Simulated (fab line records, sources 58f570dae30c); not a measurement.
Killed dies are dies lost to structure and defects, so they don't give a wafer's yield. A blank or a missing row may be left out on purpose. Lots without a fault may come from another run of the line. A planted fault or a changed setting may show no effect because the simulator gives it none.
Split-lot experiment | flow berkeley_cmos170 | 5 lots, 23 wafers read, on a route of 331 steps

THE SPLIT
At UCB170_V2_ETCH_14 (etches SiO2 in CHF3/CF4/Ar, stops on Al, target depth 1250 nm, time 291 s), the setting time_s was moved away from the recipe's 291 s on 11 of the 23 wafers read, by -12.6% to +10.3%. The other wafers ran this setting at the recipe's value.

The reading is taken at the split's own step.

THE READING
KrF_of_V2_COAT_07.thk_nm (the simulator's own value, which no gauge read), in nm, at UCB170_V2_ETCH_14 (etches SiO2 in CHF3/CF4/Ar, stops on Al, target depth 1250 nm, time 291 s). The file gives no usual value for it. The 12 wafers here that ran the recipe average 610.5 nm, standard deviation 5.5 nm.

wafer  | tool, chamber at the split | time_s as run, s | against the recipe | KrF_of_V2_COAT_07.thk_nm, nm | against lot-mates on the recipe
L074.1 | rie_diel-02, 3             | 320.9            | +10.3%             | 587.1                        | -27.2
L074.3 | rie_diel-02, 1             | 320.9            | +10.3%             | 584.3                        | -30.0
L074.4 | rie_diel-02, 0             | 320.9            | +10.3%             | 580.4                        | -33.9
L074.5 | rie_diel-02, 1             | 291              | recipe             | 614.8                        | -
L074.6 | rie_diel-02, 3             | 291              | recipe             | 613.8                        | -
L083.1 | rie_diel-01, 3             | 310.6            | +6.7%              | 586.5                        | -15.5
L083.2 | rie_diel-01, 0             | 291              | recipe             | 602.7                        | -
L083.4 | rie_diel-01, 1             | 310.6            | +6.7%              | 586.1                        | -15.9
L083.5 | rie_diel-01, 0             | 291              | recipe             | 601.2                        | -
L083.6 | rie_diel-01, 3             | 310.6            | +6.7%              | 587.3                        | -14.7
L082.2 | rie_diel-03, 1             | 254.3            | -12.6%             | 644.5                        | +33.2
L082.3 | rie_diel-03, 2             | 254.3            | -12.6%             | 656.2                        | +44.9
L082.4 | rie_diel-03, 3             | 254.3            | -12.6%             | 649.6                        | +38.3
L082.5 | rie_diel-03, 0             | 291              | recipe             | 611.5                        | -
L082.6 | rie_diel-03, 1             | 291              | recipe             | 611.1                        | -
L084.3 | rie_diel-02, 2             | 291              | recipe             | 620.2                        | -
L084.5 | rie_diel-02, 3             | 291              | recipe             | 612.8                        | -
L084.6 | rie_diel-02, 0             | 291              | recipe             | 607.5                        | -
L085.1 | rie_diel-01, 0             | 272.2            | -6.5%              | 619.6                        | +9.4
L085.3 | rie_diel-01, 3             | 291              | recipe             | 605.9                        | -
L085.4 | rie_diel-01, 2             | 291              | recipe             | 617.6                        | -
L085.5 | rie_diel-01, 1             | 291              | recipe             | 607.2                        | -
L085.6 | rie_diel-01, 0             | 272.2            | -6.5%              | 620.2                        | +10.0

THE FIT
A straight line over all 23 wafers: KrF_of_V2_COAT_07.thk_nm changes by -2.88 nm for each +1% of time_s; r = -0.96; the points scatter about the line by 6 nm.
The same after taking each lot's own level away (the mean of its wafers on the recipe; 23 wafers): -2.8 nm for each +1%; r = -0.97; scatter 4.8 nm.
On that fit, the largest move of time_s shifts the reading by 35 nm.
The lots' own levels span 601.95 to 614.30 nm, that is 2.2 times the standard deviation above.
So the lot-to-lot level changes the slope little: the two slopes agree.
Check: with one of the wafers moved furthest among these (-12.6%) left out of the fit, the line predicts +35.8 nm for it against its lot-mates. It came out at +33.2 nm against them.

OTHER SPLITS ON THESE WAFERS
These wafers also went through other splits before the reading. Each is held against what the fit with the lots' levels taken away leaves over:
other split on the same wafers           | wafers away from the commonest value | r with KrF_of_V2_COAT_07.thk_nm (lot level and that fit taken away)
UCB170_M1_SPUTTER_00 chamber_pressure_pa | 15                                   | -0.16
UCB170_V1_CVD_00 time_s                  | 9                                    | +0.20
UCB170_M2_COAT_05 resist_thk_nm          | 8                                    | +0.26
UCB170_V2_PEB_10 peb_temp_c              | 7                                    | -0.19

THE WHOLE CHAIN: every reading that the file lists as answering this split, in the file's order
step               | what it does                                                              | reading                                                                   | change (the file's fit)              | r (the file's)
UCB170_V2_ETCH_14  | etches SiO2 in CHF3/CF4/Ar, stops on Al, target depth 1250 nm, time 291 s | KrF_of_V2_COAT_07.thk_nm (the simulator's own value, which no gauge read) | -2.75 nm for each +1% of the setting | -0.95
UCB170_V2_STRIP_15 | strips in O2                                                              | strip_time_to_endpoint_s                                                  | withheld for each +1% of the setting | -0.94

THE FILE'S OWN FIT
KrF_of_V2_COAT_07.thk_nm changes by -2.75 nm for each +1% of time_s, r = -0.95.
